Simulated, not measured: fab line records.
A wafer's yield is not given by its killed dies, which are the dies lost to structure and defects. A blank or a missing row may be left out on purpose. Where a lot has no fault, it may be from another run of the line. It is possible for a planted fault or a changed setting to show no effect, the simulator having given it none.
One fault through the eyes of 2 desks | flow berkeleyCmos170 | each desk has only its own numbers; what lay behind them comes last

DESK OF THE TOOL OWNER: implanter-03
UCB170_NSD_IMPLANT_08, tool's own readings: per-lot mean of the sampled wafers with a number, covering each lot this tool ran. Marked OUT: a lot whose mean sits more than 4 standard deviations from the usual mean, which makes it out of limits; the brackets give that distance.
Columns: A = doseIonsCm2 at UCB170_NSD_IMPLANT_08, usual 3e+15; B = faradayCurrentUA at UCB170_NSD_IMPLANT_08, usual 9245
lot  | first seen here | A               | B
L609 | day 7 11:39     | 3e+15           | 9352
L619 | day 9 09:08     | 3e+15 (-43) OUT | 8648
L621 | day 9 12:06     | 3e+15 (-43) OUT | 8700
This desk's finding: out of limits on L619, L621; first on L619, day 9 09:08 (doseIonsCm2 at UCB170_NSD_IMPLANT_08). In limits: L609.

METROLOGY DESK
Lot by lot, what the gauges showed, no matter which tool ran the lot: averages of those sampled wafers that carry a number. Marked OUT: a lot whose mean sits more than 4 standard deviations from the usual mean, which makes it out of limits; the brackets give that distance.
Columns: A = cdNm at UCB170_PLDD_CD_MEAS_06, usual 1200.3 nm; B = NSD_RS at UCB170_SDANNEAL_RS_MEAS_03, usual 37.27 ohm/sq; C = CONTACT_OVL at UCB170_CONTACT_OVL_MEAS_16, usual -1 nm
lot  | first seen here | A      | B               | C
L607 | day 6 11:46     | 1200.3 | 37.18           | -13
L611 | day 7 00:26     | 1201.7 | 37.25           | 4
L608 | day 7 00:42     | 1200.5 | 37.29           | 5
L610 | day 7 00:59     | 1200.5 | 37.32           | -3
L609 | day 7 01:04     | 1202.0 | 37.19           | 0
L613 | day 7 10:22     | 1200.9 | 37.43           | -6
L616 | day 8 00:23     | 1200.3 | 37.29           | -3
L619 | day 8 21:18     | 1203.7 | 38.30 (+12) OUT | 3
L620 | day 8 22:02     | 1199.1 | 37.38           | -0
L621 | day 9 02:42     | 1199.6 | 38.20 (+11) OUT | -1
L625 | day 10 04:39    | 1198.1 | 37.21           | 2
L628 | day 10 19:14    | 1200.5 | 37.15           | 1
L629 | day 10 19:29    | 1201.6 | 37.21           | 0
L630 | day 11 03:14    | 1200.1 | 37.38           | -4
Finding of this desk: L619, L621 out of limits, first seen on L619 at day 9 10:43 (NSD_RS at UCB170_SDANNEAL_RS_MEAS_03). In limits: L607, L611, L608, L610, L609, L613, L616, L620, L625, L628, L629, L630.

PUT TOGETHER
The tool owner's desk could have raised an alarm at day 9 09:08, on L619, L621.
L619, L621 would have let the metrology desk raise an alarm at day 9 10:43.
Every lot named ran UCB170_NSD_IMPLANT_08 on implanter-03.

WHAT WAS PUT IN BY THE SIMULATOR
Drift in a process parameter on implanter-03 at UCB170_NSD_IMPLANT_08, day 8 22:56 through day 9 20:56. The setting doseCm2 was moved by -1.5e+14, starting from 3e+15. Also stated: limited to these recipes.
Struck lots among those shown: L619, L621.
Counting hours from when the fault started, the first reading out of limits came at 10 for the tool owner's desk and at 12 for the metrology desk.
